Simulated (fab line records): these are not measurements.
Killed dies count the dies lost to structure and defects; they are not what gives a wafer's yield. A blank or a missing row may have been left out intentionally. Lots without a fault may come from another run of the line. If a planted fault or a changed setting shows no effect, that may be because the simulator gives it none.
fab line records	flow berkeley-cmos170
record: lots: 14	wafers: 42	last-day: 11
route steps=331 shown START@2
lots that met no fault: from a run of the same line without faults
start-h: the number of hours between the record's first day and the start of the first shown wafer of the lot	wait-h: how many hours have passed since the lot's step before this one	" the same as in the row above	L1.1+2: one row covering several wafers at once	- no value present, or no start provided	* or withheld: withheld	< > ~ a bound
route shown NAME@n: names a module that has steps shown in the file, with the first one's number in the route	usual: mean/standard deviation of fault-free wafers	same: alike in all rows	chamber/n: place in a boat	sites: per-site readings	_std_site: the standard deviation of these	_edge_site: the outer-site mean with the inner-site mean subtracted	radius-mm: for every site, how far away it sits from the centre of the wafer	mask NAME#n: copy n	behind: the most recent tool/chamber to have shaped the wafer	hold: cause of the lot's hold/its duration in hours/its outcome	device: the transistor (n, p or np) that didn't switch	end of line: the same wafers' tests at the end of the route	a step given without rows: its recipe and nothing more	killed: dies that structure and defects cost at the first sort, which is not the same as the wafer's yield	map: shows each die of a wafer: x if killed, . if not, _ if none is there
set.NAME: the setting as run; set.NAME@STEP: as run at that earlier step	model.NAME: the simulator's own value behind a step, which no gauge read
route steps across a sampled set of lots; one table per step, one row per wafer
services: when a tool's chamber went out of use (start-h, in hours from the record's first day, below 0 if earlier), for how many hours, and the reason
== steps ==
step: UCB170_START_CLEAN_01
recipe: chemistry: dHF	dilution: 25:1	time-s: 60
usual: run-length-s: 87.4/2.6	time-s: 60/0
lot.wafer	tool	chamber	start-h	wait-h	run-length-s	time-s
L115.1	wet-bench-02	3	10.12	0.1	92.8	60
L115.5	"	3	"	"	92.8	60
L115.6	"	3	"	"	92.8	60
L116.1	wet-bench-03	0	15.27	0.3	92.3	60
L116.2	"	0	"	"	92.3	60
L116.6	"	0	"	"	92.3	60
L117.2	wet-bench-03	2	20.12	0.1	91.6	60
L117.4	"	2	"	"	91.6	60
L117.6	"	2	"	"	91.6	60
L118.2	wet-bench-03	1	25.12	0.1	86.9	60
L118.4	"	1	"	"	86.9	60
L118.6	"	1	"	"	86.9	60
L120.1	wet-bench-03	2	35.35	0.3	84.7	60
L120.2	"	2	"	"	84.7	60
L120.4	"	2	"	"	84.7	60
L127.1	wet-bench-02	1	70.12	0.1	-	-
L127.2	"	1	"	"	-	-
L127.4	"	1	"	"	-	-
L128.2	wet-bench-03	3	75.12	0.1	-	-
L128.4	"	3	"	"	-	-
L128.6	"	3	"	"	-	-
L129.2	wet-bench-03	3	80.12	0.1	86.8	60
L129.4	"	3	"	"	86.8	60
L129.6	"	3	"	"	86.8	60
L131.2	wet-bench-03	0	90.13	0.1	91.8	60
L131.3	"	0	"	"	91.8	60
L131.6	"	0	"	"	91.8	60
L133.1	wet-bench-03	2	100.20	0.2	86.1	60
L133.2	"	2	"	"	86.1	60
L133.4	"	2	"	"	86.1	60
L134.1	wet-bench-03	0	105.27	0.3	85.6	60
L134.5	"	0	"	"	85.6	60
L134.6	"	0	"	"	85.6	60
L136.1	wet-bench-03	2	115.23	0.2	85.2	60
L136.2	"	2	"	"	85.2	60
L136.3	"	2	"	"	85.2	60
L137.3	wet-bench-03	2	120.12	0.1	86.1	60
L137.4	"	2	"	"	86.1	60
L137.5	"	2	"	"	86.1	60
L138.2	wet-bench-02	1	125.31	0.3	87.4	60
L138.3	"	1	"	"	87.4	60
L138.4	"	1	"	"	87.4	60
== services ==
tool	chamber	start-h	hours	kind
wet-bench-03	-	16.48	0.5	repair
== key ==
first-sign: step: UCB170_START_CLEAN_01	reading: tool-record	direction: missing
effect none on later readings
met-at UCB170_START_CLEAN_01
struck-lots L127,L128
tester-left-out L127,L128
onset-between 35.35 70.12
fault: kind: skipped-step-whole	tool: wet-bench-02,wet-bench-03	chamber: -	onset-h: 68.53	steps: UCB170_START_CLEAN_01	scope: struck-lots-only
tester-left-out: of these lots the tester's yield and bins aren't shown, on N5 and GAA mostly nor the transistor test; their killed dies are dies lost to structure and defects alone, not to doping, threshold or leakage, so they don't give the yield
